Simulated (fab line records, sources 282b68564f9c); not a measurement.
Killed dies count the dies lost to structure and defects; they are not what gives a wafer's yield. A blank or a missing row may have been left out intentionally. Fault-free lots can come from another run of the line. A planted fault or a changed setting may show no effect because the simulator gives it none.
Split-lot experiment	flow rit cmos	5 lots, 23 wafers read, on a route of 202 steps

## ON THE SPLIT
At RIT_GATE_CVD_08 (deposits poly-Si from SiH4, target thk 250 nm, time 2220 s), the setting sih4 flow sccm was moved away from the recipe's 100 sccm on 15 of the 23 wafers read, by -11.9% to +9.8%. This setting was run at the recipe's value on the other wafers.

## FROM THE SPLIT TO THE READING: what the file shows between them, 2 steps
- RIT_GATE_DEVELOP_15: develop time 50 s (also split here: develop time s)
- RIT_GATE_HARDBAKE_18: time 60 s

## THE READING
oes product au, in a.u., at RIT_GATE_ETCH_19 (etches poly-Si in SF6/CHF3/O2, stops on SiO2, time 165 s, target depth 312.5 nm). Typical for fault-free wafers on this fab line: 0.848 a.u., with standard deviation 0.012 a.u.

wafer	tool, chamber at the split	sih4 flow sccm as run, sccm	against the recipe	oes product au, a.u.	against lot-mates on the recipe
L074.1	-, -	109.8	+9.8%	0.912	no lot-mate on the recipe
L074.2	-, -	109.8	+9.8%	0.909	no lot-mate on the recipe
L074.4	-, -	109.8	+9.8%	0.879	no lot-mate on the recipe
L074.5	-, -	109.8	+9.8%	0.903	no lot-mate on the recipe
L074.6	-, -	109.8	+9.8%	0.915	no lot-mate on the recipe
L075.1	lpcvd-01, 1	100	recipe	0.855	-
L075.2	lpcvd-01, 1	100	recipe	0.845	-
L075.5	lpcvd-01, 1	100	recipe	0.837	-
L077.1	-, -	88.08	-11.9%	0.782	no lot-mate on the recipe
L077.2	-, -	88.08	-11.9%	0.784	no lot-mate on the recipe
L077.3	-, -	88.08	-11.9%	0.795	no lot-mate on the recipe
L077.4	-, -	88.08	-11.9%	0.792	no lot-mate on the recipe
L077.6	-, -	88.08	-11.9%	0.786	no lot-mate on the recipe
L084.1	-, -	100	recipe	0.853	-
L084.2	-, -	100	recipe	0.832	-
L084.4	-, -	100	recipe	0.852	-
L084.5	-, -	100	recipe	0.860	-
L084.6	-, -	100	recipe	0.827	-
L085.1	-, -	90.1	-9.9%	0.785	no lot-mate on the recipe
L085.2	-, -	90.1	-9.9%	0.785	no lot-mate on the recipe
L085.4	-, -	90.1	-9.9%	0.798	no lot-mate on the recipe
L085.5	-, -	90.1	-9.9%	0.778	no lot-mate on the recipe
L085.6	-, -	90.1	-9.9%	0.795	no lot-mate on the recipe

FIT RESULTS
A straight line over all 23 wafers: oes product au changes by +0.00549 a.u. for each +1% of sih4 flow sccm; r = +0.97; the points scatter about the line by 0.011 a.u.
Too few moved wafers have a lot-mate on the recipe to fit a line with each lot's own level taken away.

## THE WHOLE CHAIN: every reading that the file lists as answering this split, in the file's order
step	what it does	reading	change (the file's fit)	r (the file's)
RIT_GATE_ETCH_19	etches poly-Si in SF6/CHF3/O2, stops on SiO2, time 165 s, target depth 312.5 nm	oes product au	+0.0055 a.u. for each +1% of the setting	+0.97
RIT_REOX_CLEAN_00	cleans in SC1, time 600 s	poly-Si_of_GATE_CVD_08.thk nm (the simulator's own value, which no gauge read)	+2.44 nm for each +1% of the setting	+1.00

## THE FILE'S OWN FIT
oes product au changes by +0.0055 a.u. for each +1% of sih4 flow sccm, r = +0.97.
